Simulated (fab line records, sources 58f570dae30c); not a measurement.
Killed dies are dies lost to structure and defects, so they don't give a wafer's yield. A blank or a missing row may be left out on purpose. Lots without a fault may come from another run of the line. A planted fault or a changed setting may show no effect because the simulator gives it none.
Which tool did it? | flow berkeley_cmos170 | 14 lots, 42 wafers sampled, at 2 steps of a route of 331

WHAT THE GAUGES READ, wafer by wafer
UCB170_NSD_CD_MEAS_06: target cd 1200 nm. Usual: cd_nm 1199.8 nm, standard deviation 1.6.
lot  | measured     | on        | cd_nm (nm)           | flag
L681 | day 6 15:47  | cd_sem-01 | 1201.8 1202.0 1201.5 |
L680 | day 6 16:19  | cd_sem-02 | 1201.4 1202.4 1201.7 |
L682 | day 6 18:41  | cd_sem-02 | 1200.0 1200.4 1200.3 |
L683 | day 6 19:14  | cd_sem-02 | 1200.2 1199.7 1199.5 |
L685 | day 7 05:56  | cd_sem-01 | 1198.7 1197.2 1199.0 |
L687 | day 7 19:25  | cd_sem-01 | 1210.8 1214.9 1202.6 | OFF
L688 | day 7 19:32  | cd_sem-01 | 1212.0 1207.0 1203.5 | OFF
L690 | day 8 13:38  | cd_sem-01 | 1199.5 1200.6 1200.0 |
L696 | day 9 17:36  | cd_sem-01 | 1201.5 1203.1 1202.2 |
L697 | day 9 21:13  | cd_sem-02 | 1203.4 1201.7 1202.3 |
L699 | day 10 17:14 | cd_sem-02 | 1200.9 1200.3 1199.6 |
L701 | day 10 21:13 | cd_sem-01 | 1197.0 1198.8 1199.5 |
L702 | day 10 21:40 | cd_sem-02 | 1197.6 1198.6 1198.3 |
L703 | day 11 13:42 | cd_sem-02 | 1200.9 1199.5 1199.4 |

WHICH TOOL RAN EACH LOT (tool, then ch and the chambers of the sampled wafers, then the start)
lot  | UCB170_NSD_EXPOSE_03
L681 | krf_scanner-02 ch 0, day 6 15:11
L680 | krf_scanner-01 ch 0, day 6 15:23
L682 | krf_scanner-01 ch 0, day 6 17:58
L683 | krf_scanner-02 ch 0, day 6 18:32
L685 | krf_scanner-01 ch 0, day 7 05:32
L687 | krf_scanner-02 ch 0, day 7 19:01
L688 | krf_scanner-02 ch 0, day 7 19:08
L690 | krf_scanner-01 ch 0, day 8 12:49
L696 | krf_scanner-01 ch 0, day 9 17:11
L697 | krf_scanner-01 ch 0, day 9 20:50
L699 | krf_scanner-01 ch 0, day 10 16:44
L701 | krf_scanner-01 ch 0, day 10 20:30
L702 | krf_scanner-02 ch 0, day 10 21:04
L703 | krf_scanner-02 ch 0, day 11 13:19
- UCB170_NSD_EXPOSE_03: exposes mask NSELECT MOD, target cd 1200 nm.

WHAT THE TOOLS THEMSELVES READ (means of the sampled wafers that have a number; where no wafer has one, the mark that the record gives instead)
UCB170_NSD_EXPOSE_03. Usual: exposure_dose_mJ_cm2 29.98, standard deviation 0.034.
lot  | tool           | exposure_dose_mJ_cm2 | flag
L681 | krf_scanner-02 | 30.01                |
L680 | krf_scanner-01 | 29.99                |
L682 | krf_scanner-01 | 30.02                |
L683 | krf_scanner-02 | 29.98                |
L685 | krf_scanner-01 | 29.99                |
L687 | krf_scanner-02 | 29.94                |
L688 | krf_scanner-02 | 29.95                |
L690 | krf_scanner-01 | 30.03                |
L696 | krf_scanner-01 | 30.01                |
L697 | krf_scanner-01 | 29.94                |
L699 | krf_scanner-01 | 30.03                |
L701 | krf_scanner-01 | 29.99                |
L702 | krf_scanner-02 | 29.94                |
L703 | krf_scanner-02 | 29.97                |

THE ANSWER, worked out from the rows above alone
Rule: a lot is off if the mean of its wafers that have a number lies more than 3 standard deviations from the usual mean. A lot without any number at a reading at which 4 lots or more have one is off too. The other lots that the step has rows for count as sound. The gauges are gone through in route order, then the tools' own readings, and for those a lot's mean is taken as printed above. The first step at which some lot is off is used, and at that step the reading that is off furthest; a lot without a number counts as furthest.
Off: L687, L688, at UCB170_NSD_CD_MEAS_06 (cd_nm).
A tool fits if, at a process step before that reading, it ran every lot that is off, and no sound lot after the first of them. The gauges at UCB170_NSD_CD_MEAS_06 are tried like those tools. None of those tried fits.

WHAT THE SIMULATOR HAD PUT IN
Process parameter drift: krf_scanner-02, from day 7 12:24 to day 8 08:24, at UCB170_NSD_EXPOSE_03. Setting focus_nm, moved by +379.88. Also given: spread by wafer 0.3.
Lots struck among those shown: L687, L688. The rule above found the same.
